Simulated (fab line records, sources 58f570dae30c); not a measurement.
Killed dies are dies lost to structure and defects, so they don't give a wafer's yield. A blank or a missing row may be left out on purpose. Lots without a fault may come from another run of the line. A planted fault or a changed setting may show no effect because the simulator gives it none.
One fault seen from 2 desks | flow berkeley_cmos170 | each desk has only its own numbers; what lay behind them comes last

THE TOOL OWNER'S DESK: implanter-03
The tool's own readings at UCB170_PVT_IMPLANT_07: means of the sampled wafers that have a number, for each lot that ran on this tool. A lot is out of limits, marked OUT, if its mean lies more than 4 standard deviations from the usual mean; the brackets give that distance.
Columns: A = beam_energy_keV at UCB170_PVT_IMPLANT_07, usual 30.000; B = end_station_pressure_torr at UCB170_PVT_IMPLANT_07, usual 4.99e-06 Torr
lot  | first seen here | A                | B
L676 | day 7 05:43     | 30.005           | 5.06e-06
L675 | day 7 06:26     | 29.997           | 4.50e-06
L678 | day 8 00:16     | 29.998           | 4.90e-06
L681 | day 8 20:34     | 30.008           | 5.17e-06
L682 | day 8 21:17     | 29.983           | 5.04e-06
L687 | day 9 23:20     | 29.126 (-89) OUT | 5.00e-06
L689 | day 10 09:11    | 29.137 (-88) OUT | 5.21e-06
L688 | day 10 09:23    | 29.125 (-89) OUT | 5.02e-06
L690 | day 10 14:59    | 29.112 (-91) OUT | 4.93e-06
This desk's finding: out of limits on L687, L688, L689, L690; first on L687, day 9 23:20 (beam_energy_keV at UCB170_PVT_IMPLANT_07). In limits: L676, L675, L678, L681, L682.

THE METROLOGY DESK
What the gauges read, lot by lot, whatever tool the lot ran on: means of the sampled wafers that have a number. A lot is out of limits, marked OUT, if its mean lies more than 4 standard deviations from the usual mean; the brackets give that distance.
Columns: A = PFIELD_TW at UCB170_PFIELD_TW_MEAS_09, usual 604; B = GATE_OVL at UCB170_GATE_OVL_MEAS_13, usual -1 nm; C = PLDD_TW at UCB170_PLDD_TW_MEAS_11, usual 1014
lot  | first seen here | A   | B  | C
L675 | day 5 15:13     | 598 | 2  | 1005
L674 | day 5 15:25     | 600 | -0 | 1023
L673 | day 5 16:07     | 598 | 1  | 1020
L676 | day 5 18:16     | 610 | 0  | 1024
L678 | day 6 02:38     | 608 | -6 | 1011
L679 | day 6 03:20     | 598 | 1  | 1024
L677 | day 6 03:22     | 607 | -4 | 1010
L680 | day 6 15:23     | 599 | 0  | 1018
L681 | day 7 09:09     | 607 | -1 | 1020
L682 | day 7 09:26     | 597 | -4 | 1004
L684 | day 7 17:35     | 610 | -3 | 1021
L687 | day 8 06:17     | 609 | -2 | 1009
L686 | day 8 13:59     | 604 | 3  | 1012
L689 | day 8 14:24     | 607 | -3 | 1010
L688 | day 8 15:01     | 608 | -4 | 1012
L690 | day 8 21:55     | 600 | 2  | 1017
This desk's finding: nothing out of limits on any of the 16 lots.

PUT TOGETHER
The tool owner's desk could have raised an alarm at day 9 23:20, on L687, L688, L689, L690.
The metrology desk saw nothing out of limits.
The metrology desk has L687, L688, L689, L690 on record, within its limits.
Of the lots named, all ran UCB170_PVT_IMPLANT_07 on implanter-03.

WHAT THE SIMULATOR HAD PUT IN
Process parameter drift: implanter-03, from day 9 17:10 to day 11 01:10, at UCB170_PVT_IMPLANT_07. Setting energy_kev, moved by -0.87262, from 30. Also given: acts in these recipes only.
Lots struck among those shown: L687, L688, L689, L690.
Hours from the fault's start to each desk's first reading out of limits: the tool owner's desk, 6.
